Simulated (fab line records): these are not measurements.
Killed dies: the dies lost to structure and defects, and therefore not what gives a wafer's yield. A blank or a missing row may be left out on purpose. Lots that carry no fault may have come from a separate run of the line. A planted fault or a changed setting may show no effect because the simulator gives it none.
Lot-split experiment	flow rit_cmos	5 lots, 23 wafers read, on a route of 202 steps

== ABOUT THE SPLIT ==
At RIT_M1_COAT_04 (resist thk 1300 nm), the setting resist_thk_nm was moved away from the recipe's 1300 nm on 5 of the 23 wafers read, by -3.6% to +2.9%. The other wafers ran this setting at the recipe's value.

Reading taken at the split's own step.

== THE READING ==
NOVOLAK_of_M1_COAT_04.thk_nm (the simulator's own value, which no gauge read), in nm, at RIT_M1_COAT_04 (resist thk 1300 nm). The file does not state a usual value for it. The 18 wafers here that ran the recipe average 1300 nm, standard deviation 4.3 nm.

wafer	tool, chamber at the split	resist_thk_nm as run, nm	against the recipe	NOVOLAK_of_M1_COAT_04.thk_nm, nm	against lot-mates on the recipe
L075.1	litho_track-04, 0	1338	+2.9%	1337	+38
L075.2	litho_track-04, 0	1300	recipe	1294	-
L075.3	litho_track-04, 0	1338	+2.9%	1334	+35
L075.4	litho_track-04, 0	1300	recipe	1304	-
L075.5	litho_track-04, 0	1300	recipe	1299	-
L076.1	litho_track-04, 0	1300	recipe	1302	-
L076.4	litho_track-04, 0	1300	recipe	1301	-
L076.5	litho_track-04, 0	1300	recipe	1303	-
L080.1	litho_track-02, 0	1253	-3.6%	1254	-48
L080.2	litho_track-02, 0	1253	-3.6%	1254	-48
L080.3	litho_track-02, 0	1300	recipe	1300	-
L080.4	litho_track-02, 0	1300	recipe	1304	-
L080.5	litho_track-02, 0	1253	-3.6%	1256	-46
L082.1	litho_track-02, 0	1300	recipe	1302	-
L082.2	litho_track-02, 0	1300	recipe	1302	-
L082.3	litho_track-02, 0	1300	recipe	1306	-
L082.4	litho_track-02, 0	1300	recipe	1308	-
L082.5	litho_track-02, 0	1300	recipe	1303	-
L085.2	litho_track-04, 0	1300	recipe	1297	-
L085.6	litho_track-04, 0	1300	recipe	1297	-
L085.3	litho_track-04, 0	1300	recipe	1293	-
L085.4	litho_track-04, 0	1300	recipe	1294	-
L085.5	litho_track-04, 0	1300	recipe	1294	-

THE FIT
A straight line over all 23 wafers: NOVOLAK_of_M1_COAT_04.thk_nm changes by +12.4 nm for each +1% of resist_thk_nm; r = +0.98; the points scatter about the line by 4.1 nm.
The same after taking each lot's own level away (the mean of its wafers on the recipe; 23 wafers): +12.9 nm for each +1%; r = +0.99; scatter 2.3 nm.
Per that fit: largest resist_thk_nm move, reading shift of 47 nm.
The span of the lots' own levels, 1295.0 to 1304.2 nm, comes to 2.1 times the standard deviation stated above.
Consequently the slope shifts little with the lot-to-lot level, the two slopes agreeing.
Check: for one of the wafers moved furthest among these (-3.6%), held out of the fit, the line's prediction against its lot-mates is -46.4 nm. Against them it came out at -48 nm.

== THESE WAFERS: OTHER SPLITS ==
These wafers also went through other splits before the reading. Each is held against what the fit with the lots' levels taken away leaves over:
other split on the same wafers	wafers away from the commonest value	r with NOVOLAK_of_M1_COAT_04.thk_nm (lot level and that fit taken away)
RIT_SPACER_CVD_03 nh3_flow_sccm	15	-0.05
RIT_NSD_IMPLANT_08 energy_kev	8	-0.12
RIT_PSD_COAT_01 spin_rpm	7	+0.11
RIT_PSD_IMPLANT_08 energy_kev	8	-0.11
RIT_SILICIDE_SPUTTER_01 time_s	8	+0.13
RIT_CONTACT_EXPOSE_05 dose_mj	7	-0.15
RIT_CONTACT_ETCH_11 time_s	8	+0.07

== THE FILE'S OWN FIT ==
NOVOLAK_of_M1_COAT_04.thk_nm changes by +12.8 nm for each +1% of resist_thk_nm, r = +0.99.
